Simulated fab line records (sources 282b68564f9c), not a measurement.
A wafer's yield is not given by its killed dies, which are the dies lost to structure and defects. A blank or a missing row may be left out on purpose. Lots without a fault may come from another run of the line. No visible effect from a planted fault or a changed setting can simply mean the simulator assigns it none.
What tool caused it? :: flow rit-cmos :: 13 lots, 39 wafers sampled, at 2 steps of a route of 202

== WHAT THE GAUGES READ, wafer by wafer ==
RIT_GATE_THK_MEAS_09.
lot: L132
measured: day 2 13:35
on: film-metro-03
GATE_POLY_THK (nm): 248.0 246.9 247.5

lot: L133
measured: day 2 20:53
on: film-metro-02
GATE_POLY_THK (nm): 250.0 248.9 246.7

lot: L134
measured: day 3 02:42
on: film-metro-01
GATE_POLY_THK (nm): 249.2 249.3 247.7

lot: L135
measured: day 3 04:40
on: film-metro-02
GATE_POLY_THK (nm): 248.6 247.5 249.0

lot: L136
measured: day 3 09:08
on: film-metro-01
GATE_POLY_THK (nm): 249.3 250.8 249.9

lot: L137
measured: day 3 17:34
on: film-metro-03
GATE_POLY_THK (nm): 248.1 250.8 248.7

lot: L138
measured: day 3 19:35
on: film-metro-01
GATE_POLY_THK (nm): 248.9 250.4 248.8

lot: L143
measured: day 5 06:46
on: film-metro-01
GATE_POLY_THK (nm): 256.8 256.5 256.8

lot: L144
measured: day 5 13:15
on: film-metro-02
GATE_POLY_THK (nm): 259.2 258.1 257.9

lot: L145
measured: day 6 04:05
on: film-metro-01
GATE_POLY_THK (nm): 258.6 257.1 259.0

lot: L152
measured: day 7 04:45
on: film-metro-03
GATE_POLY_THK (nm): 251.4 250.9 250.8

lot: L153
measured: day 7 04:45
on: film-metro-02
GATE_POLY_THK (nm): 245.8 249.1 248.1

lot: L155
measured: day 7 11:09
on: film-metro-03
GATE_POLY_THK (nm): 247.3 250.3 249.6

== TOOL THAT RAN EACH LOT (tool first, then ch and the chambers of the sampled wafers, then the start) ==
lot: L132
RIT_GATE_CVD_08: lpcvd-02 ch 0, day 2 11:58

lot: L133
RIT_GATE_CVD_08: lpcvd-02 ch 1, day 2 19:17

lot: L134
RIT_GATE_CVD_08: lpcvd-02 ch 0, day 3 00:16

lot: L135
RIT_GATE_CVD_08: lpcvd-01 ch 1, day 3 03:01

lot: L136
RIT_GATE_CVD_08: lpcvd-02 ch 1, day 3 07:32

lot: L137
RIT_GATE_CVD_08: lpcvd-01 ch 0, day 3 15:56

lot: L138
RIT_GATE_CVD_08: lpcvd-02 ch 1, day 3 17:56

lot: L143
RIT_GATE_CVD_08: lpcvd-01 ch 0, day 5 05:08

lot: L144
RIT_GATE_CVD_08: lpcvd-01 ch 0, day 5 11:38

lot: L145
RIT_GATE_CVD_08: lpcvd-01 ch 0, day 6 02:26

lot: L152
RIT_GATE_CVD_08: lpcvd-02 ch 1, day 7 03:07

lot: L153
RIT_GATE_CVD_08: lpcvd-02 ch 1, day 7 03:07

lot: L155
RIT_GATE_CVD_08: lpcvd-02 ch 1, day 7 09:32
- RIT_GATE_CVD_08: deposits poly-Si from SiH4, target thk 250 nm, time 2220 s.

== AS READ BY THE TOOLS THEMSELVES (means over the sampled wafers that have a number; for cases with no such wafer, the mark the record gives instead) ==
RIT_GATE_CVD_08.
lot: L132
tool: lpcvd-02
spike-tc-load-C (C): 629.6
zone-power-source-pct (%): 11.7

lot: L133
tool: lpcvd-02
spike-tc-load-C (C): 631.6
zone-power-source-pct (%): 10.4

lot: L134
tool: lpcvd-02
spike-tc-load-C (C): 630.4
zone-power-source-pct (%): 11.8

lot: L135
tool: lpcvd-01
spike-tc-load-C (C): 629.7
zone-power-source-pct (%): 11.9

lot: L136
tool: lpcvd-02
spike-tc-load-C (C): 632.7
zone-power-source-pct (%): 10.6

lot: L137
tool: lpcvd-01
spike-tc-load-C (C): 632.2
zone-power-source-pct (%): 13.6

lot: L138
tool: lpcvd-02
spike-tc-load-C (C): 631.2
zone-power-source-pct (%): 10.5

lot: L143
tool: lpcvd-01
spike-tc-load-C (C): 633.2
zone-power-source-pct (%): 13.6

lot: L144
tool: lpcvd-01
spike-tc-load-C (C): 632.2
zone-power-source-pct (%): 13.7

lot: L145
tool: lpcvd-01
spike-tc-load-C (C): 632.4
zone-power-source-pct (%): 13.6

lot: L152
tool: lpcvd-02
spike-tc-load-C (C): 632.2
zone-power-source-pct (%): 10.5

lot: L153
tool: lpcvd-02
spike-tc-load-C (C): 631.6
zone-power-source-pct (%): 10.5

lot: L155
tool: lpcvd-02
spike-tc-load-C (C): 632.5
zone-power-source-pct (%): 10.6

== THE ANSWER, worked out from the rows above alone ==
Rule: the usual values come from the lots themselves. Put in order of their means at a reading, lots are off if they are a third of the lots or fewer, leave a main group of 4 or more, and stand apart from it by a gap of 3 or more times the standard deviation of the main group's means; of several such gaps the widest counts. A main group is skipped when, at the precision printed for the reading in the tables above, its means are all equal. A lot without any number at a reading at which 4 lots or more have one is off too. The other lots that the step has rows for count as sound. The gauges are gone through in route order, then the tools' own readings, and for those a lot's mean is taken as printed above. At the first step where some lot is off, the reading lying furthest off is the one used; lots without a number count as furthest.
Off: L143, L144, L145, at RIT_GATE_THK_MEAS_09 (GATE_POLY_THK). The main group: mean 248.9 nm, standard deviation 1.
If a tool, at a process step before that reading, ran all the lots that are off and no sound lot after the first of them, it fits. Gauges at RIT_GATE_THK_MEAS_09: tried the same way as those tools. One fits: RIT_GATE_CVD_08 on lpcvd-01. A fault onset in the window from L137 (day 3 15:56, its last sound lot) to L143 (day 5 05:08, its first lot off) fits.

== WHAT WAS PUT IN BY THE SIMULATOR ==
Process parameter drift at RIT_GATE_CVD_08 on lpcvd-01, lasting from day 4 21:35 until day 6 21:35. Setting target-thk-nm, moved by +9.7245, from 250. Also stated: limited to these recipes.
Lots struck among those shown: L143, L144, L145. The same result came from the rule above.
